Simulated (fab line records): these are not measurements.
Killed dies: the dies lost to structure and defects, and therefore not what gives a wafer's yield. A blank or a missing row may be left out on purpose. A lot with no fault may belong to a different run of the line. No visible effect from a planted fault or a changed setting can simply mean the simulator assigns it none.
Problem report in the 8D (eight disciplines) form, filled by code | flow rit_cmos | the parts of the form that need people (team, actions taken, sign-off) are left out

== 1. THE ISSUE ==
RIT_GATE_ETCH_19, run_length_s: mean 222.6 s over 1 wafer from 1 lot; wafers with no fault: 193.2 s, standard deviation 0.33. That is +89 standard deviations from the usual mean.
The step: etches poly-Si in SF6/CHF3/O2, stops on SiO2, time 165 s, target depth 312.5 nm.
Earliest sighting: wafer L435.3 on rie_si-01 at day 5 01:44. The record has a number at this step for 15 wafers belonging to 5 lots. The rule behind "out" and "out of limits": a value lying over 4 standard deviations away from the usual mean. Any other wafer with a number is counted as sound.

== 2. WHAT IT IS, AND WHAT IT ISN'T ==
question                    | is                           | is not
which readings at this step | run_length_s, oes_product_au | drypump_motor_current_A, rf_fwd_power_W, throttle_valve_pct
which lots                  | L435                         | L423, L431, L444, L446
which wafers of those lots  | L435.3                       | L435.1, L435.4
read on which tools         | rie_si-01                    | rie_si-02
when                        | from day 5 01:44             | up to then (8 sound wafers); but 6 sound wafers of L444, L446 came after

== 3. THE SUSPECTS, EACH WITH WHAT RULES IT OUT ==
Counting: a tool at a process step up to the reading stays a suspect if it ran every lot that is out. Sound lots after the first of them don't rule it out here, since some wafers of a struck lot are sound.
- rie_si-01 at RIT_GATE_ETCH_19 (etches poly-Si in SF6/CHF3/O2, stops on SiO2, time 165 s, target depth 312.5 nm): kept. It ran the lot that is out, L435 (day 5 01:44); its last sound lot up to then is L431 (day 4 05:23). Its own oes_product_au, run_length_s readings are out on those wafers.
- At RIT_GATE_ETCH_19, inside rie_si-01: chamber 3 took the wafers that are out, while their sound lot-mates went through chambers 0, 2.
Remaining after the count: rie_si-01 at RIT_GATE_ETCH_19.

== 4. THE CAUSE (what the simulator had put in) ==
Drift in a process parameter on rie_si-01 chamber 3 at RIT_GATE_ETCH_19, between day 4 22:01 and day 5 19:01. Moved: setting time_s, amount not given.
The count eliminated every tool but this one.

== 5. THE CHAIN OF EFFECTS, in route order ==
Rows list readings where the struck wafers' mean (over those with a number) sits beyond 3 standard deviations from the usual. Only readings for which the record gives a usual standard deviation are gone through. hours: the time from each lot's start at the first step in this table that gives one to its start at this step, as a median over the lots. sigmas: the change in usual standard deviations.
hours | step             | reading        | usual      | on struck wafers | change | sigmas
0     | RIT_GATE_ETCH_19 | oes_product_au | 0.840 a.u. | 0.754            | -0.086 | -6.1
0     | RIT_GATE_ETCH_19 | run_length_s   | 193.2 s    | 222.6            | +29.4  | +89
Its process steps:
- RIT_GATE_ETCH_19: etches poly-Si in SF6/CHF3/O2, stops on SiO2, time 165 s, target depth 312.5 nm.

== 6. HOW IT WOULD HAVE BEEN CAUGHT EARLIER ==
First out-of-limits reading in this record: day 5 01:44, which is 4 hours after fault onset at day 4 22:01.
